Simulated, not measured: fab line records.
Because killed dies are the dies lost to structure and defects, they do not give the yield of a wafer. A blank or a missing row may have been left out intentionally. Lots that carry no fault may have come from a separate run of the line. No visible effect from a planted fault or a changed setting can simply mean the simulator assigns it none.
Matching of chambers + flow rit cmos + 4 sister chambers for RIT_GATE_ETCH_19 on rie si-01
The step etches poly-Si in SF6/CHF3/O2, stops on SiO2, time 165 s, target depth 312.5 nm. 4 wafers are shown with their chamber, then 9 later ones without.

== WAFERS WITH THEIR CHAMBER ==
| wafer  | chamber | throttle valve pct (%) |
|--------|---------|------------------------|
| L531.3 | 3       | 9.92                   |
| L531.5 | 0       | 10.46                  |
| L535.4 | 1       | 10.29                  |
| L535.6 | 2       | 10.21                  |

== WAFERS MISSING THEIR CHAMBER ==
| wafer  | throttle valve pct (%) |
|--------|------------------------|
| L537.1 | 9.91                   |
| L537.2 | 10.23                  |
| L537.3 | 10.47                  |
| L541.2 | 9.92                   |
| L541.3 | 10.48                  |
| L541.6 | 10.23                  |
| L542.2 | 10.28                  |
| L542.4 | 10.23                  |
| L542.5 | 10.29                  |

== WHICH CHAMBER EACH WENT THROUGH ==
| wafer  | from the rows above | in truth |
|--------|---------------------|----------|
| L537.1 | 3                   | 3        |
| L537.2 | 2                   | 2        |
| L537.3 | 0                   | 0        |
| L541.2 | 3                   | 3        |
| L541.3 | 0                   | 0        |
| L541.6 | 2                   | 2        |
| L542.2 | 1                   | 1        |
| L542.4 | 2                   | 2        |
| L542.5 | 1                   | 1        |
Correct placement for 9 of the 9. Number that these rows cannot place: 0. Number placed wrongly: 0.
How it was worked out, from the rows above alone: a wafer's distance from a chamber is the root of the sum, over the readings, of the square of ((its reading less the chamber's mean) divided by the reading's scatter). If the next closest chamber is less than 2 further off than the closest, the wafer can't be placed; otherwise it belongs to the closest. A chamber's mean is the mean of its shown wafers. The scatter: root of mean squared gap, hidden wafer to nearest shown wafer, with one shown wafer a chamber.
